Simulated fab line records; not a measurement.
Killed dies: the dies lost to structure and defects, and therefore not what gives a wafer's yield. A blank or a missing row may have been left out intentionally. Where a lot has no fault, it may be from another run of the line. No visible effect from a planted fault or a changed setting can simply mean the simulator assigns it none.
8D (eight disciplines) problem report, filled in by code | flow berkeleyCmos170 | the parts of the form that need people (team, actions taken, sign-off) are left out

== 1. PROBLEM STATEMENT ==
NWELL_NITRIDE_THK at UCB170_NWELL_THK_MEAS_05 reads a mean of 256.2 nm on 3 wafers of 1 lot; wafers without a fault read 227.0 nm with a standard deviation of 2. That is +15 standard deviations from the usual mean.
First seen on wafer L614.1, day 5 01:23, on filmMetro-02. The record holds 39 wafers of 13 lots with a number at this step. By rule, "out" or "out of limits" means more than 4 standard deviations away from the usual mean. The other wafers with a number count as sound.

== 2. WHAT IT IS, AND WHAT IT ISN'T ==
question                    | is                     | is not
which readings at this step | NWELL_NITRIDE_THK      | -
which lots                  | L614                   | L601, L602, L603, L616, L617, L618, L619, L620, L621, L622, L623, L624
which wafers of those lots  | all that have a number | -
read on which gauges        | filmMetro-02           | filmMetro-01, filmMetro-03
when                        | from day 5 01:23       | up to then (9 sound wafers); but 27 sound wafers of L616, L617, L618, L619, L620, L621, L622, L623, L624 came after

== 3. WHAT RULES OUT EACH SUSPECT ==
Counting: any tool at a process step up to the reading is kept as a suspect provided that every lot that is out went through it and no sound lot did after the first of them.
- the gauge at UCB170_NWELL_THK_MEAS_05 has been ruled out. All the wafers that are out were read on filmMetro-02, but those of them that UCB170_NWELL_CVD_04 has rows for are out there too, on other tools.
- plasmaAsher-03 at UCB170_ZERO_STRIP_07 (strips in O2): ruled out as a lasting fault. After its first lot that is out, L614 (day 4 12:25), sound lots L616, L619, L623 ran on it.
- lpcvd-01 at UCB170_NWELL_CVD_04 (deposits Si3N4 from SiH2Cl2/NH3, target thk 224 nm, time 3360 s): ruled out as a lasting fault. After its first lot that is out, L614 (day 4 23:27), sound lots L616 ran on it.
Left after counting: nothing in the record.

== 4. THE CAUSE (what the simulator had put in) ==
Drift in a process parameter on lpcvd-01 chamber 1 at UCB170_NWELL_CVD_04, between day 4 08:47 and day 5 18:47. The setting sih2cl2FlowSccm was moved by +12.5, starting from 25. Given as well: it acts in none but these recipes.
It was ruled out by counting, in error; the rule expects a fault to strike all lots run on its tool from its start on, and this fault did not.

== 5. THE CHAIN OF EFFECTS, in route order ==
Each row: a reading whose mean over the struck wafers that have a number lies more than 3 standard deviations from the usual. Readings are gone through only where the record gives a usual standard deviation; hours: the median, over the lots, of the time from a lot's start at the first step in this table giving one to that lot's start at this step; sigmas: the change measured in usual standard deviations.
hours | step                     | reading           | usual      | on struck wafers | change | sigmas
0     | UCB170_NWELL_CVD_04      | sih2cl2FlowSccm   | 24.99 sccm | 37.47            | +12.48 | +99 or more
2     | UCB170_NWELL_THK_MEAS_05 | NWELL_NITRIDE_THK | 227.0 nm   | 256.2            | +29.2  | +15
3     | UCB170_NWELL_ETCH_13     | oesProductAu      | 0.953 a.u. | 1.002            | +0.049 | +3.1
Process steps it contains:
- UCB170_NWELL_CVD_04: deposits Si3N4 from SiH2Cl2/NH3, target thk 224 nm, time 3360 s.
- UCB170_NWELL_ETCH_13: etches Si3N4 in CH3F/Ar/O2, stops on SiO2, target depth 246.4 nm, time 154 s.
At these later measuring or inspecting steps, every struck wafer for which the step has a row has a number for every such reading, and none has moved that far: UCB170_NWELL_OVL_MEAS_12, UCB170_PWELL_THK_MEAS_03.

== 6. HOW IT WOULD HAVE BEEN CAUGHT EARLIER ==
Counted from the fault's start at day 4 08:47, it took 17 hours until the first out-of-limits reading at a measuring or inspecting step in this record, taken at day 5 01:23.
At UCB170_NWELL_CVD_04, the tool's own readings (sih2cl2FlowSccm) were out on each struck wafer the step has a row for, so an alarm limit on them would have fired on the first such wafer.
